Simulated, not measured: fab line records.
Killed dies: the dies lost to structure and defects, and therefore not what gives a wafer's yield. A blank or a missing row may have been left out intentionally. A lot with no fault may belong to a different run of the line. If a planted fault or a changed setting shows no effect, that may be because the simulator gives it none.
Split-lot trial | flow rit cmos | 23 wafers read from 5 lots, route of 202 steps

## THE SPLIT ITSELF
At RIT_NRETRO_IMPLANT_08, the setting dose cm2 was moved away from the recipe's 1e+13 on 6 of the 23 wafers read, by -6.6% to +5.8%. The other wafers ran this setting at the recipe's value.

## SPLIT TO READING: what lies between them in the file, 1 step
- RIT_NRETRO_STRIP_09: strips in O2, time 180 s

## THE READING
NRETRO_TW, at RIT_NRETRO_TW_MEAS_10. Typical for fault-free wafers on this fab line: 1046, with standard deviation 4.8.

wafer  | tool, chamber at the split | dose cm2 as run | against the recipe | NRETRO_TW | against lot-mates on the recipe
L074.1 | implanter-01, 0            | 1e+13           | recipe             | 1052      | -
L074.2 | implanter-01, 0            | 1e+13           | recipe             | 1048      | -
L074.3 | implanter-01, 0            | 9.339e+12       | -6.6%              | 1026      | -25
L074.4 | implanter-01, 0            | 9.339e+12       | -6.6%              | 1024      | -27
L074.5 | implanter-01, 0            | 1e+13           | recipe             | 1052      | -
L081.1 | implanter-01, 0            | 1e+13           | recipe             | 1044      | -
L081.2 | implanter-01, 0            | 1.058e+13       | +5.8%              | 1066      | +21
L081.3 | implanter-01, 0            | 1e+13           | recipe             | 1046      | -
L081.4 | implanter-01, 0            | 1e+13           | recipe             | 1044      | -
L081.5 | implanter-01, 0            | 1.058e+13       | +5.8%              | 1058      | +13
L083.1 | implanter-03, 0            | 1e+13           | recipe             | 1055      | -
L083.2 | implanter-03, 0            | 1e+13           | recipe             | 1054      | -
L083.3 | implanter-03, 0            | 1e+13           | recipe             | 1051      | -
L083.5 | implanter-03, 0            | 1e+13           | recipe             | 1058      | -
L083.6 | implanter-03, 0            | 1e+13           | recipe             | 1059      | -
L084.3 | implanter-01, 0            | 1e+13           | recipe             | 1044      | -
L084.5 | implanter-01, 0            | 1e+13           | recipe             | 1046      | -
L084.6 | implanter-01, 0            | 1e+13           | recipe             | 1047      | -
L085.1 | implanter-01, 0            | 1e+13           | recipe             | 1040      | -
L085.2 | implanter-01, 0            | 1.044e+13       | +4.4%              | 1059      | +14
L085.3 | implanter-01, 0            | 1e+13           | recipe             | 1048      | -
L085.4 | implanter-01, 0            | 1e+13           | recipe             | 1046      | -
L085.6 | implanter-01, 0            | 1.044e+13       | +4.4%              | 1057      | +12

FIT RESULTS
A straight line over all 23 wafers: NRETRO_TW changes by +2.87 for each +1% of dose cm2; r = +0.86; the points scatter about the line by 5.2.
The same after taking each lot's own level away (the mean of its wafers on the recipe; 23 wafers): +3.42 for each +1%; r = +0.97; scatter 2.7.
According to that fit, moving dose cm2 by its largest amount changes the reading by 23.
The lots' own levels span 1044.7 to 1055.4, that is 2.2 times the standard deviation above.
So the lot-to-lot level changes the slope: the two fits differ.
Check: for one of the wafers moved furthest among these (-6.6%), held out of the fit, the line's prediction against its lot-mates is -22.7. Against them it came out at -24.7.

## FURTHER SPLITS ON THESE WAFERS
Before the reading, these wafers also passed through other splits. Each is held against what the fit with the lots' levels taken away leaves over:
other split on the same wafers   | wafers away from the commonest value | r with NRETRO_TW (lot level and that fit taken away)
RIT_ACTIVE_CVD_03 pressure mtorr | 18                                   | +0.05
RIT_ACTIVE_COAT_06 resist thk nm | 10                                   | -0.02
RIT_ACTIVE_ETCH_13 time s        | 9                                    | +0.07
RIT_FOX2_OXIDATION_00 ox time s  | 15                                   | +0.16
RIT_PWELL_SOFTBAKE_02 temp c     | 10                                   | -0.12

## THE FILE'S OWN FIT
NRETRO_TW changes by +3.44 for each +1% of dose cm2, r = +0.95.
